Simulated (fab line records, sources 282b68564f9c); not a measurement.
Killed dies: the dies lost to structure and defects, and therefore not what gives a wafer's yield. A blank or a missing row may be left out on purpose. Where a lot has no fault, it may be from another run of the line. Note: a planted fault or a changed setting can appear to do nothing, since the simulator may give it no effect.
A struck lot beside a sound one    flow rit_cmos    16 out of 202 route steps
Sound: the wafers L513.1, L513.3, L513.5. Wafers L504.2, L504.5, L504.6 were the ones struck. The cause is given at the end.
For every step that has rows: the tool of each side, followed by ch and its chambers, followed by its first start. Under that, the readings that differ: sound wafers    struck wafers    difference of the means    sigmas: that difference in standard deviations of wafers without a fault.
alike: same words and numbers on both sides, and readings whose means sit less than 2 such deviations apart. not compared: any withheld reading, any reading some wafer has no value for, any bound like >300 that may hide the same value, and any number with overlapping values for which the record gives no deviation.
Wherever a step has rows on one side only, a row that says differs or no value, or a row with sigmas, the two part there. Numbers that don't overlap but have no deviation are shown without sigmas and don't part them. A reading that every wafer of one side lacks parts them only if that side has two wafers or more.

first, 1 step without rows for these wafers: RIT_PRETRO_DEVELOP_05 (develop time 68 s).
RIT_PRETRO_OVL_MEAS_06:
  struck on overlay-01, day 3 18:58; sound on overlay-02, day 5 18:39
  alike: PRETRO_OVL
then, 2 steps without rows for these wafers: RIT_PRETRO_HARDBAKE_07 (time 120 s); RIT_PRETRO_IMPLANT_08.
RIT_PRETRO_STRIP_09: strips in O2, time 180 s.
  sound on plasma_asher-04 ch 1, day 5 19:05; struck on plasma_asher-03 ch 0,1, day 3 19:29
  alike: drypump_motor_current_A
  not compared: rf_hours_counter_h
RIT_PRETRO_TW_MEAS_10:
  struck on film_metro-01, day 3 19:41; sound on film_metro-01, day 5 19:16
  alike: PRETRO_TW
then, 5 steps without rows for these wafers: RIT_GATE_WET_ETCH_00 (etches SiO2 in BOE, target depth 56 nm, time 60 s); RIT_GATE_CLEAN_01 (cleans in SC1, time 600 s); RIT_GATE_CLEAN_02 (cleans in dHF, time 30.81 s); RIT_GATE_CLEAN_03 (cleans in SC2, time 600 s); RIT_GATE_CLEAN_04 (cleans in dHF, time 60 s).
RIT_FOX2_THK_MEAS_91:
  struck on film_metro-04, day 3 20:09; sound on film_metro-04, day 5 19:44
  alike: FIELD_OXIDE_LEFT_2_THK
RIT_GATE_OXIDATION_05: target thk 3 nm, ox time 270 s.
  sound on furnace-03 ch 0, day 5 20:10; struck on furnace-04 ch 0, day 3 20:22
reading                                      sound             struck            difference  sigmas
model.SiO2_of_GATE_OXIDATION_05.thk_nm (nm)  2.987 2.961 2.95  3.34 3.364 3.318  +0.37       
  alike: spike_tc_centre_C
then, 1 step without rows for these wafers: RIT_GATE_ANNEAL_06 (time 600 s).
RIT_GATE_THK_MEAS_07:
  struck on film_metro-01, day 3 21:56; sound on film_metro-02, day 5 22:49
reading              sound           struck          difference  sigmas
GATE_OXIDE_THK (nm)  2.96 2.97 2.93  3.31 3.33 3.29  +0.36       +6
  not compared: hold
RIT_M1_PROBE_99:
  struck on prober-02, day 4 23:00; sound on prober-01, day 7 00:21
  alike: killed_at_front_end, killed_dies, killed_open, killed_short

## WHERE THEY PART
RIT_GATE_THK_MEAS_07 only, going by this record. Later steps at which nothing parts them and some readings are alike: RIT_M1_PROBE_99.

WHY: the cause the simulator had injected
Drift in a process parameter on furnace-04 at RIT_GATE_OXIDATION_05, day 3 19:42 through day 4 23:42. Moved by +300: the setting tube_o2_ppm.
